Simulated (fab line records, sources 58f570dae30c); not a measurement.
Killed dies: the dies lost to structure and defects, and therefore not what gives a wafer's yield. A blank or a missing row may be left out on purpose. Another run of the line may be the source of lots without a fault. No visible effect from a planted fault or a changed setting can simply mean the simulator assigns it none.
Matching of chambers / flow berkeley cmos170 / UCB170_M2_ETCH_17 on rie diel-01: 4 sister chambers
The step etches BARC in N2/H2. 4 wafers are shown with their chamber, then 7 later ones without.

## EACH WAFER AND ITS CHAMBER
wafer=L083.5; chamber=3; drypump motor current A (A)=5.5
wafer=L083.6; chamber=0; drypump motor current A (A)=5.1
wafer=L089.2; chamber=2; drypump motor current A (A)=6.5
wafer=L089.4; chamber=1; drypump motor current A (A)=5.9

## WAFERS MISSING THEIR CHAMBER
wafer=L089.5; drypump motor current A (A)=5.9
wafer=L093.2; drypump motor current A (A)=5.5
wafer=L093.3; drypump motor current A (A)=5.0
wafer=L093.4; drypump motor current A (A)=5.9
wafer=L094.1; drypump motor current A (A)=5.0
wafer=L094.4; drypump motor current A (A)=5.5
wafer=L094.5; drypump motor current A (A)=5.0

## EACH ONE'S CHAMBER
wafer=L089.5; from the rows above=1; in truth=1
wafer=L093.2; from the rows above=3; in truth=3
wafer=L093.3; from the rows above=0; in truth=0
wafer=L093.4; from the rows above=1; in truth=1
wafer=L094.1; from the rows above=0; in truth=0
wafer=L094.4; from the rows above=3; in truth=3
wafer=L094.5; from the rows above=0; in truth=0
7 of 7 placed correctly. Left unplaced by these rows: 0. Number placed wrongly: 0.
How it was worked out, from the rows above alone: a wafer's distance from a chamber is the root of the sum, over the readings, of the square of ((its reading less the chamber's mean) divided by the reading's scatter). The wafer belongs to the nearest chamber; if the next one is less than 2 further off, it can't be placed. For every chamber, the mean is computed from those of its wafers that are shown. The scatter (one wafer shown for each chamber): square how far every hidden wafer sits from the nearest shown wafer, average those squares and take the square root.
